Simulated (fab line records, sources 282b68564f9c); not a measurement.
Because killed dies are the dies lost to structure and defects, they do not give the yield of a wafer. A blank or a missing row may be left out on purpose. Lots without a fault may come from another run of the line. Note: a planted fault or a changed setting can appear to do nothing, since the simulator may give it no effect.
Struck lot and sound lot, side by side || flow ritCmos || 16 out of 202 route steps
Sound: the wafers L517.2, L517.4, L517.5. Wafers struck: L525.3, L525.5, L525.6. Last of all comes the cause.
For every step that has rows: the tool of each side, followed by ch and its chambers, followed by its first start. Under that, the readings that differ: sound wafers || struck wafers || difference of the means || sigmas: that difference in standard deviations of wafers without a fault.
alike: readings whose means differ by less than 2 such deviations, and words and numbers that are the same on both sides. not compared: withheld readings, readings that some wafer has no value for, bounds like >300 that may hide the same value, and numbers for which the record gives no deviation and whose values overlap.
A row with sigmas, a row that says differs or no value, or rows on one side alone: a step with any of these is where the two part. When numbers do not overlap yet have no deviation, they are printed without sigmas and do not part them. A reading that every wafer of one side lacks parts them only if that side has two wafers or more.

RIT_ACTIVE_BOW_MEAS_00:
  struck on filmMetro-02, day 3 07:02; sound on filmMetro-04, day 1 15:01
  alike: INCOMING_BOW
then, 1 step without rows for these wafers: RIT_ACTIVE_OXIDATION_01 (target thk 46.8 nm, ox time 3360 s).
RIT_ACTIVE_THK_MEAS_02:
  struck on filmMetro-01, day 3 09:52; sound on filmMetro-01, day 1 17:04
  alike: ACTIVE_OXIDE_THK
then, 1 step without rows for these wafers: RIT_ACTIVE_CVD_03 (deposits Si3N4 from SiH2Cl2/NH3, target thk 150 nm, time 1500 s).
RIT_ACTIVE_THK_MEAS_04:
  struck on filmMetro-02, day 3 11:20; sound on filmMetro-01, day 1 18:32
  alike: ACTIVE_NITRIDE_THK
then, 3 steps without rows for these wafers: RIT_ACTIVE_HMDS_05 (prime time 60 s); RIT_ACTIVE_COAT_06 (resist thk 1000 nm); RIT_ACTIVE_SOFTBAKE_07 (time 60 s).
RIT_ACTIVE_EXPOSE_08: exposes mask M1, target cd 1400 nm.
  sound on ilineStepper-02 ch 0, day 1 19:04; struck on ilineStepper-01 ch 0, day 3 11:59
{"reading": "mask", "sound": "M1#0 M1#0 M1#0", "struck": "M1_R1#0 M1_R1#0 M1_R1#0", "difference": "differs", "sigmas": ""}
then, 2 steps without rows for these wafers: RIT_ACTIVE_PEB_09; RIT_ACTIVE_DEVELOP_10 (develop time 50 s).
RIT_ACTIVE_CD_MEAS_11: the cd target is 1400 nm.
  struck on cdSem-02, day 3 12:23; sound on cdSem-02, day 1 19:38
{"reading": "cdNm (nm)", "sound": "1396.0 1399.0 1398.6", "struck": "1277.9 1275.7 1278.2", "difference": -120.6, "sigmas": -52}
then, 1 step without rows for these wafers: RIT_ACTIVE_HARDBAKE_12 (time 60 s).
RIT_ACTIVE_ETCH_13: etches Si3N4 in SF6, stops on SiO2, time 210 s, target depth 210 nm.
  sound on rieDiel-02 ch 0,3, day 1 19:53; struck on rieDiel-04 ch 1,2, day 3 12:37
{"reading": "model.ACTIVE.cdNm (nm)", "sound": "1396 1398 1399", "struck": "1278 1275 1278", "difference": -121, "sigmas": ""}
  alike: chamberPressureMTorr, drypumpMotorCurrentA, oesProductAu, rfFwdPowerW, throttleValvePct
  not compared: rfHoursCounterH
RIT_ACTIVE_STRIP_14: strips in O2, time 180 s.
  sound on plasmaAsher-04 ch 0,1, day 1 20:01; struck on plasmaAsher-02 ch 0,1, day 3 12:49
  alike: chamberPressureMTorr, drypumpMotorCurrentA
  not compared: rfHoursCounterH
-- the record jumps here: 2 days lie between the struck wafers' starts before and after (it left off in module ACTIVE and takes up again in module M1, whose first step shown is number 202 of the route) --
RIT_M1_PROBE_99:
  struck on prober-02, day 5 13:29; sound on prober-02, day 3 15:58
{"reading": "model.etest.pplusSal.widthNm (nm)", "sound": "3448 3442 3442", "struck": "3315 3357 3346", "difference": -105, "sigmas": ""}
{"reading": "model.etest.nplusSal.widthNm (nm)", "sound": "3454 3439 3454", "struck": "3307 3343 3318", "difference": -126, "sigmas": ""}
{"reading": "model.etest.nldd.widthNm (nm)", "sound": "3193 3186 3160", "struck": "3085 3054 3074", "difference": -109, "sigmas": ""}
{"reading": "model.etest.pldd.widthNm (nm)", "sound": "3184 3179 3200", "struck": "3076 3041 3052", "difference": -131, "sigmas": ""}
{"reading": "model.etest.nmosNarrow.driveUaUm", "sound": "239.7 239.7 236", "struck": "196.3 203.2 203.4", "difference": -37.5, "sigmas": ""}
{"reading": "model.etest.pmosNarrow.driveUaUm", "sound": "105.2 105 105", "struck": "89.2 90.04 90.23", "difference": -15.2, "sigmas": ""}
{"reading": "model.etest.fieldPMetal.vtV (V)", "sound": "-29.35 -29.23 -29.32", "struck": "-27.24 -26.81 -27.16", "difference": "+2.23", "sigmas": ""}
{"reading": "model.etest.fieldP.vtV (V)", "sound": "-12.91 -12.86 -12.81", "struck": "-11.81 -11.78 -11.89", "difference": "+1.03", "sigmas": ""}
  alike: killedAtContacts, killedAtFrontEnd, killedDies, killedOpen, killedShort

## WHERE THEY PART
Earliest at RIT_ACTIVE_EXPOSE_08; latest, in this record, at RIT_ACTIVE_CD_MEAS_11. Later steps at which nothing parts them and some readings are alike: RIT_ACTIVE_ETCH_13, RIT_ACTIVE_STRIP_14, RIT_M1_PROBE_99.

WHY: whatever the simulator had introduced
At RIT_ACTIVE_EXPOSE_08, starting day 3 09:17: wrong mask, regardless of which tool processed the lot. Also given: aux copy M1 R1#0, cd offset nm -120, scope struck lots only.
